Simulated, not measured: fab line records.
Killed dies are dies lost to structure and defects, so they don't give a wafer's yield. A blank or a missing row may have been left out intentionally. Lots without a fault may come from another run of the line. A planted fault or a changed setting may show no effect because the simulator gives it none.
Problem report, 8D (eight disciplines) form, completed by code    flow rit-cmos    the parts of the form that need people (team, actions taken, sign-off) are left out

## 1. PROBLEM STATEMENT
RIT_GATE_ETCH_19, oes-product-au: mean 0.797 a.u. over 1 wafer from 1 lot; wafers with no fault: 0.842 a.u., standard deviation 0.011. That is -4.1 standard deviations from the usual mean.
The step: etches poly-Si in SF6/CHF3/O2, stops on SiO2, time 165 s, target depth 312.5 nm.
First seen on wafer L855.4, day 6 16:06, on rie-si-01. The record has a number at this step for 15 wafers belonging to 5 lots. Rule for "out", or "out of limits": more than 4 standard deviations from the usual mean. All remaining wafers that have a number are taken as sound.

## 2. WHAT IT IS; WHAT IT IS NOT
question                     is                is not
which readings at this step  oes-product-au    SF6_flow_sccm, drypump-motor-current-A, throttle-valve-pct
which lots                   L855              L835, L840, L844, L858
which wafers of those lots   L855.4            L855.3, L855.6
read on which tools          rie-si-01         rie-si-02
when                         from day 6 16:06  up to then (11 sound wafers); but 3 sound wafers of L858 came after

## 3. THE SUSPECTS, EACH WITH WHAT RULES IT OUT
Counting: if a tool at a process step up to the reading ran every lot that is out, it stays a suspect. Sound lots after the first of them don't rule it out here, since some wafers of a struck lot are sound.
- rie-si-01 at RIT_GATE_ETCH_19 (etches poly-Si in SF6/CHF3/O2, stops on SiO2, time 165 s, target depth 312.5 nm): kept. It ran the lot that is out, L855 (day 6 16:06); its last sound lot up to then is L835 (day 2 13:31). Its own oes-product-au readings are out on those wafers.
- The sound lot-mates ran in chamber 3 of rie-si-01 at RIT_GATE_ETCH_19, but the wafers that are out ran in chamber 0.
Remaining after the count: rie-si-01 at RIT_GATE_ETCH_19.

## 4. THE CAUSE (what the simulator had put in)
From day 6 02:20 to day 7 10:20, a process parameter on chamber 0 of rie-si-01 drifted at RIT_GATE_ETCH_19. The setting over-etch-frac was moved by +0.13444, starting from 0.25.
The count eliminated every tool but this one.

## 5. SEQUENCE OF EFFECTS, ordered by route
Each row: a reading whose mean over the struck wafers that have a number lies more than 3 standard deviations from the usual. Readings are gone through only where the record gives a usual standard deviation; hours: the median, over the lots, of the time from a lot's start at the first step in this table giving one to that lot's start at this step; sigmas: the change measured in usual standard deviations.
hours  step              reading         usual       on struck wafers  change  sigmas
0      RIT_GATE_ETCH_19  oes-product-au  0.842 a.u.  0.797             -0.045  -4.1
Process steps it contains:
- RIT_GATE_ETCH_19: etches poly-Si in SF6/CHF3/O2, stops on SiO2, time 165 s, target depth 312.5 nm.

## 6. HOW IT WOULD HAVE BEEN CAUGHT EARLIER
First out-of-limits reading in this record: day 6 16:06, which is 14 hours after fault onset at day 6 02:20.
